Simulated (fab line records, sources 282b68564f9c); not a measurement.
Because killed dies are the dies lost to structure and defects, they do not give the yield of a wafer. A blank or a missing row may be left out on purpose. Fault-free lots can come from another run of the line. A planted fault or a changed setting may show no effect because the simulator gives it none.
A struck lot beside a sound one / flow ritCmos / 14 steps out of a route of 202
Sound: these wafers, L919.2, L919.3, L919.4. Wafers struck: L921.1, L921.5, L921.6. The cause is named last.
Order at every step that has rows: each side's tool, ch and its chambers, its first start. Under that, the readings that differ: sound wafers / struck wafers / difference of the means / sigmas: that difference in standard deviations of wafers without a fault.
alike: readings whose means differ by less than 2 such deviations, and words and numbers that are the same on both sides. not compared: withheld readings, readings that some wafer has no value for, bounds like >300 that may hide the same value, and numbers for which the record gives no deviation and whose values overlap.
The two part at a step that has a row with sigmas, a row that says differs or no value, or rows on one side only. Numbers that don't overlap but have no deviation are shown without sigmas and don't part them. A reading that every wafer of one side lacks parts them only if that side has two wafers or more.

first, 2 steps without rows for these wafers: RIT_NWELL_PEB_04; RIT_NWELL_DEVELOP_05 (develop time 68 s).
RIT_NWELL_OVL_MEAS_06:
  struck on overlay-02, day 5 05:52; sound on overlay-02, day 4 21:57
  alike: NWELL_OVL
then, 2 steps without rows for these wafers: RIT_NWELL_HARDBAKE_07 (time 120 s); RIT_NWELL_IMPLANT_08.
RIT_NWELL_STRIP_09: strips in O2, time 180 s.
  sound on plasmaAsher-04 ch 0,1, day 4 22:23; struck on plasmaAsher-04 ch 0,1, day 5 06:18
  alike: drypumpMotorCurrentA
  not compared: rfHoursCounterH
RIT_NWELL_TW_MEAS_10:
  struck on filmMetro-02, day 5 06:29; sound on filmMetro-02, day 4 22:34
  alike: NWELL_TW
then, 5 steps without rows for these wafers: RIT_PWELL_HMDS_00 (prime time 60 s); RIT_PWELL_COAT_01 (resist thk 1300 nm); RIT_PWELL_SOFTBAKE_02 (time 60 s); RIT_PWELL_EXPOSE_03 (exposes mask M3, target cd 43700 nm); RIT_PWELL_PEB_04.
RIT_PWELL_DEVELOP_05: develop time 68 s.
  sound on lithoTrack-01 ch 0, day 4 23:00; struck on lithoTrack-01, day 5 07:00
  no value came back on the struck wafers for chillPlateTempC (C), developTimeS (s), exhaustPa (Pa); on the sound wafers chillPlateTempC (C) reads 23.07 23.11 22.87
RIT_PWELL_OVL_MEAS_06:
  struck on overlay-02, day 5 07:32; sound on overlay-01, day 4 23:37
reading=PWELL_OVL (nm); sound=-0.3 -0.5 1.3; struck=- - -; difference=no value on the struck wafers; sigmas=

## WHERE THEY PART
At RIT_PWELL_DEVELOP_05 first; at RIT_PWELL_OVL_MEAS_06 last (within this record only).

WHY: what had been put in by the simulator
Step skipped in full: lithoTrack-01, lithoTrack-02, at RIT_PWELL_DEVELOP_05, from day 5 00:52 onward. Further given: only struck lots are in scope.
